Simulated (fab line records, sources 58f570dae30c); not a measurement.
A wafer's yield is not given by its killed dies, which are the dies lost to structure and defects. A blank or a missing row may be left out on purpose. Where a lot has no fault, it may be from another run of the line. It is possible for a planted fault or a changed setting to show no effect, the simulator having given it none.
A struck lot beside a sound one :: flow berkeley-cmos170 :: 17 steps out of a route of 331
Sound: wafers L717.2, L717.3, L717.6. Struck: wafer L723.2. At the end, the cause is stated.
For every step that has rows: the tool of each side, followed by ch and its chambers, followed by its first start. Under that, the readings that differ: sound wafers :: struck wafers :: difference of the means :: sigmas: that difference in standard deviations of wafers without a fault.
alike: readings whose means differ by less than 2 such deviations, and words and numbers that are the same on both sides. not compared: withheld readings, readings that some wafer has no value for, bounds like >300 that may hide the same value, and numbers for which the record gives no deviation and whose values overlap.
Wherever a step has rows on one side only, a row that says differs or no value, or a row with sigmas, the two part there. Non-overlapping numbers with no deviation appear without sigmas and do not part them. A reading that every wafer of one side lacks parts them only if that side has two wafers or more.

first, 3 steps without rows for these wafers: UCB170_BACKSIDE_HMDS_00 (prime time 60 s); UCB170_BACKSIDE_COAT_01 (resist thk 900 nm); UCB170_BACKSIDE_SOFTBAKE_02 (time 60 s).
UCB170_BACKSIDE_STRIP_03: strips in O2.
  sound on plasma-asher-03 ch 0,1, day 7 17:48; struck on plasma-asher-01 ch 1, day 8 23:10
  alike: drypump-motor-current-A, oes-product-au, strip-time-to-endpoint-s
  not compared: rf-hours-counter-h
then, 1 step without rows for these wafers: UCB170_BACKSIDE_CLEAN_04 (cleans in SPM, time 600 s).
UCB170_SDANNEAL_RTA_00: time 10 s.
  sound on rtp-anneal-02 ch 0, day 7 18:05; struck on rtp-anneal-01 ch 0, day 8 23:28
reading: lamp-power-pct (%)
sound: 25.7 25.7 25.8
struck: 25.0
difference: -0.7
sigmas: -2
  alike: wafer_temp_C_max
UCB170_SDANNEAL_RTA_01: time 5 s.
  sound on rtp-anneal-02 ch 0, day 7 18:09; struck on rtp-anneal-01 ch 0, day 8 23:32
  alike: lamp-power-pct, wafer_temp_C_max
UCB170_SDANNEAL_RS_MEAS_02: measurement is done with a four-point probe.
  sound on film-metro-01 at day 7 18:13; struck on film-metro-01 at day 8 23:36
  alike: PSD_RS
UCB170_SDANNEAL_RS_MEAS_03: measurement is done with a four-point probe.
  sound on film-metro-01 at day 7 18:20; struck on film-metro-01 at day 8 23:43
  alike: NSD_RS
UCB170_SDANNEAL_RS_MEAS_04: measurement is done with a four-point probe.
  sound on film-metro-01 at day 7 18:28; struck on film-metro-01 at day 8 23:50
  alike: PLDD_RS
UCB170_SDANNEAL_RS_MEAS_05: measurement is done with a four-point probe.
  sound on film-metro-01 at day 7 18:35; struck on film-metro-01 at day 8 23:58
  alike: NLDD_RS
then, 1 step without rows for these wafers: UCB170_SILICIDE_PRE_CLEAN_00 (preclean etch time 60 s).
UCB170_SILICIDE_SPUTTER_01: material Ti, target thk 30 nm, time 25 s.
  sound on pvd-sputter-03 at day 7 18:45; struck on pvd-sputter-01 at day 9 00:08
reading: throttle-valve-pct (%)
sound: 29.3 29.5 29.8
struck: 31.7
difference: +2.2
sigmas: +3

reading: model.Ti_of_SILICIDE_SPUTTER_01.thk-nm (nm)
sound: 30.35 29.95 29.8
struck: 26.74
difference: -3.29
sigmas: 
UCB170_SILICIDE_RS_MEAS_02: measurement is done with a four-point probe.
  sound on film-metro-03 at day 7 18:48; struck on film-metro-03 at day 9 00:11
reading: SILICIDE_TI_RS (ohm/sq)
sound: 25.7 26.2 26.3
struck: 29.9
difference: +3.8
sigmas: +11
UCB170_SILICIDE_THK_MEAS_03: measures by xrf.
  sound on film-metro-03 at day 7 18:55; struck on film-metro-03 at day 9 00:17
reading: SILICIDE_TI_THK (nm)
sound: 29.9 29.5 29.4
struck: 26.5
difference: -3.1
sigmas: -7
UCB170_SILICIDE_RTA_04: time 15 s.
  sound on rtp-anneal-02 ch 0, day 7 18:58; struck on rtp-anneal-01 ch 0, day 9 00:21
  alike: lamp-power-pct, wafer_temp_C_max
UCB170_M3_PROBE_99:
  sound wafers here have rows in the record (prober-01, day 8 16:56); struck ones have none

WHERE THEY PART
First at UCB170_SDANNEAL_RTA_00; last, within this record, at UCB170_M3_PROBE_99.

WHY: what the simulator had put in
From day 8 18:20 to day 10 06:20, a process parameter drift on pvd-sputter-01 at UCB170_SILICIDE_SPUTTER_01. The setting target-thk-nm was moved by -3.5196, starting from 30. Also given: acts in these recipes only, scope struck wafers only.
